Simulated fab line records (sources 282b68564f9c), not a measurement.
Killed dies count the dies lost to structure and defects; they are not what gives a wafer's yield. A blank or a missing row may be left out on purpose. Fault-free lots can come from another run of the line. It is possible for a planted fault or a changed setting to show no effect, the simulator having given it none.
Lot-split experiment / flow rit_cmos / route with 202 steps; 5 lots, 27 wafers read

## SPLIT DETAILS
At RIT_M1_METAL_ETCH_12 (etches Al in Cl2/BCl3, stops on SiO2, time 165 s, target depth 600 nm), the setting target_depth_a was moved away from the recipe's 6000 angstrom on 9 of the 27 wafers read, by +29.4% to +47.9%. For the rest of the wafers, this setting stayed at what the recipe calls for.

## FROM THE SPLIT TO THE READING: what the file shows between them, 2 steps
- RIT_M1_STRIP_13: strips in nmp, time 600 s
- RIT_M1_STRIP_14: strips in O2, time 180 s

## THE READING
cd_nm (nm) at RIT_M1_CD_MEAS_90, where the cd target is 2600 nm. On this fab line, fault-free wafers typically give 2599.6 nm with a standard deviation of 2.7 nm.

wafer=L076.1; tool, chamber at the split=rie_metal-03, 0; target_depth_a as run, angstrom=6000; against the recipe=recipe; cd_nm, nm=2600.0; against lot-mates on the recipe=-
wafer=L076.2; tool, chamber at the split=rie_metal-03, 1; target_depth_a as run, angstrom=7762; against the recipe=+29.4%; cd_nm, nm=2591.6; against lot-mates on the recipe=-8.3
wafer=L076.3; tool, chamber at the split=rie_metal-03, 1; target_depth_a as run, angstrom=6000; against the recipe=recipe; cd_nm, nm=2598.2; against lot-mates on the recipe=-
wafer=L076.4; tool, chamber at the split=rie_metal-03, 0; target_depth_a as run, angstrom=7762; against the recipe=+29.4%; cd_nm, nm=2597.1; against lot-mates on the recipe=-2.8
wafer=L076.5; tool, chamber at the split=rie_metal-03, 0; target_depth_a as run, angstrom=6000; against the recipe=recipe; cd_nm, nm=2601.4; against lot-mates on the recipe=-
wafer=L076.6; tool, chamber at the split=rie_metal-03, 1; target_depth_a as run, angstrom=7762; against the recipe=+29.4%; cd_nm, nm=2591.7; against lot-mates on the recipe=-8.2
wafer=L078.1; tool, chamber at the split=rie_metal-04, 0; target_depth_a as run, angstrom=8876; against the recipe=+47.9%; cd_nm, nm=2583.8; against lot-mates on the recipe=-16.8
wafer=L078.2; tool, chamber at the split=rie_metal-04, 1; target_depth_a as run, angstrom=6000; against the recipe=recipe; cd_nm, nm=2602.5; against lot-mates on the recipe=-
wafer=L078.3; tool, chamber at the split=rie_metal-04, 1; target_depth_a as run, angstrom=6000; against the recipe=recipe; cd_nm, nm=2599.7; against lot-mates on the recipe=-
wafer=L078.4; tool, chamber at the split=rie_metal-04, 0; target_depth_a as run, angstrom=8876; against the recipe=+47.9%; cd_nm, nm=2587.0; against lot-mates on the recipe=-13.6
wafer=L078.5; tool, chamber at the split=rie_metal-04, 1; target_depth_a as run, angstrom=6000; against the recipe=recipe; cd_nm, nm=2599.7; against lot-mates on the recipe=-
wafer=L078.6; tool, chamber at the split=rie_metal-04, 0; target_depth_a as run, angstrom=8876; against the recipe=+47.9%; cd_nm, nm=2585.9; against lot-mates on the recipe=-14.7
wafer=L082.1; tool, chamber at the split=rie_metal-03, 0; target_depth_a as run, angstrom=6000; against the recipe=recipe; cd_nm, nm=2603.7; against lot-mates on the recipe=-
wafer=L082.2; tool, chamber at the split=rie_metal-03, 1; target_depth_a as run, angstrom=6000; against the recipe=recipe; cd_nm, nm=2602.3; against lot-mates on the recipe=-
wafer=L082.3; tool, chamber at the split=rie_metal-03, 1; target_depth_a as run, angstrom=6000; against the recipe=recipe; cd_nm, nm=2602.7; against lot-mates on the recipe=-
wafer=L082.4; tool, chamber at the split=rie_metal-03, 0; target_depth_a as run, angstrom=6000; against the recipe=recipe; cd_nm, nm=2604.2; against lot-mates on the recipe=-
wafer=L082.5; tool, chamber at the split=rie_metal-03, 1; target_depth_a as run, angstrom=6000; against the recipe=recipe; cd_nm, nm=2603.0; against lot-mates on the recipe=-
wafer=L082.6; tool, chamber at the split=rie_metal-03, 0; target_depth_a as run, angstrom=6000; against the recipe=recipe; cd_nm, nm=2607.3; against lot-mates on the recipe=-
wafer=L084.3; tool, chamber at the split=rie_metal-04, 1; target_depth_a as run, angstrom=6000; against the recipe=recipe; cd_nm, nm=2600.9; against lot-mates on the recipe=-
wafer=L084.4; tool, chamber at the split=rie_metal-04, 0; target_depth_a as run, angstrom=6000; against the recipe=recipe; cd_nm, nm=2595.9; against lot-mates on the recipe=-
wafer=L084.5; tool, chamber at the split=rie_metal-04, 0; target_depth_a as run, angstrom=6000; against the recipe=recipe; cd_nm, nm=2596.3; against lot-mates on the recipe=-
wafer=L085.1; tool, chamber at the split=rie_metal-01, 1; target_depth_a as run, angstrom=8054; against the recipe=+34.2%; cd_nm, nm=2590.4; against lot-mates on the recipe=-8.3
wafer=L085.2; tool, chamber at the split=rie_metal-01, 0; target_depth_a as run, angstrom=6000; against the recipe=recipe; cd_nm, nm=2600.5; against lot-mates on the recipe=-
wafer=L085.3; tool, chamber at the split=rie_metal-01, 1; target_depth_a as run, angstrom=6000; against the recipe=recipe; cd_nm, nm=2597.8; against lot-mates on the recipe=-
wafer=L085.4; tool, chamber at the split=rie_metal-01, 0; target_depth_a as run, angstrom=8054; against the recipe=+34.2%; cd_nm, nm=2588.1; against lot-mates on the recipe=-10.6
wafer=L085.5; tool, chamber at the split=rie_metal-01, 1; target_depth_a as run, angstrom=8054; against the recipe=+34.2%; cd_nm, nm=2593.4; against lot-mates on the recipe=-5.3
wafer=L085.6; tool, chamber at the split=rie_metal-01, 0; target_depth_a as run, angstrom=6000; against the recipe=recipe; cd_nm, nm=2597.9; against lot-mates on the recipe=-

THE FIT
A straight line over all 27 wafers: cd_nm changes by -0.3 nm for each +1% of target_depth_a; r = -0.90; the points scatter about the line by 2.8 nm.
The same after taking each lot's own level away (the mean of its wafers on the recipe; 27 wafers): -0.278 nm for each +1%; r = -0.93; scatter 2.1 nm.
On that fit, the largest move of target_depth_a shifts the reading by 13 nm.
Across the lots, their own levels run from 2597.70 to 2603.87 nm, a range of 2.3 times the standard deviation given above.
So the lot-to-lot level changes the slope little: the two slopes agree.
Check: for one of the wafers moved furthest among these (+47.9%), held out of the fit, the line's prediction against its lot-mates is -12.4 nm. Against them it came out at -16.8 nm.
Tool readings at the split's step, against how far the setting was moved: oes_product_au r = -0.99.

## THESE WAFERS: OTHER SPLITS
Other splits were also applied to these wafers ahead of the reading. Each is held against what the fit with the lots' levels taken away leaves over:
other split on the same wafers=RIT_SILICIDE_RTA_06 time_s; wafers away from the commonest value=6; r with cd_nm (lot level and that fit taken away)=+0.13

## THE WHOLE CHAIN: every reading that the file lists as answering this split, in the file's order
step=RIT_M1_METAL_ETCH_12; what it does=etches Al in Cl2/BCl3, stops on SiO2, time 165 s, target depth 600 nm; reading=oes_product_au; change (the file's fit)=-0.00315 a.u. for each +1% of the setting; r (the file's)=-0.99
step=RIT_M1_METAL_ETCH_12; what it does=etches Al in Cl2/BCl3, stops on SiO2, time 165 s, target depth 600 nm; reading=NOVOLAK_of_M1_COAT_04.thk_nm (the simulator's own value, which no gauge read); change (the file's fit)=-3.5 nm for each +1% of the setting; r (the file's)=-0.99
step=RIT_M1_METAL_ETCH_12; what it does=etches Al in Cl2/BCl3, stops on SiO2, time 165 s, target depth 600 nm; reading=M1.feature_depth_nm (the simulator's own value, which no gauge read); change (the file's fit)=+0.345 nm for each +1% of the setting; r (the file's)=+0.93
step=RIT_M1_CD_MEAS_90; what it does=target cd 2600 nm; reading=cd_nm; change (the file's fit)=-0.274 nm for each +1% of the setting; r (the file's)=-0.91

## THE FILE'S OWN FIT
cd_nm changes by -0.274 nm for each +1% of target_depth_a, r = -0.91.
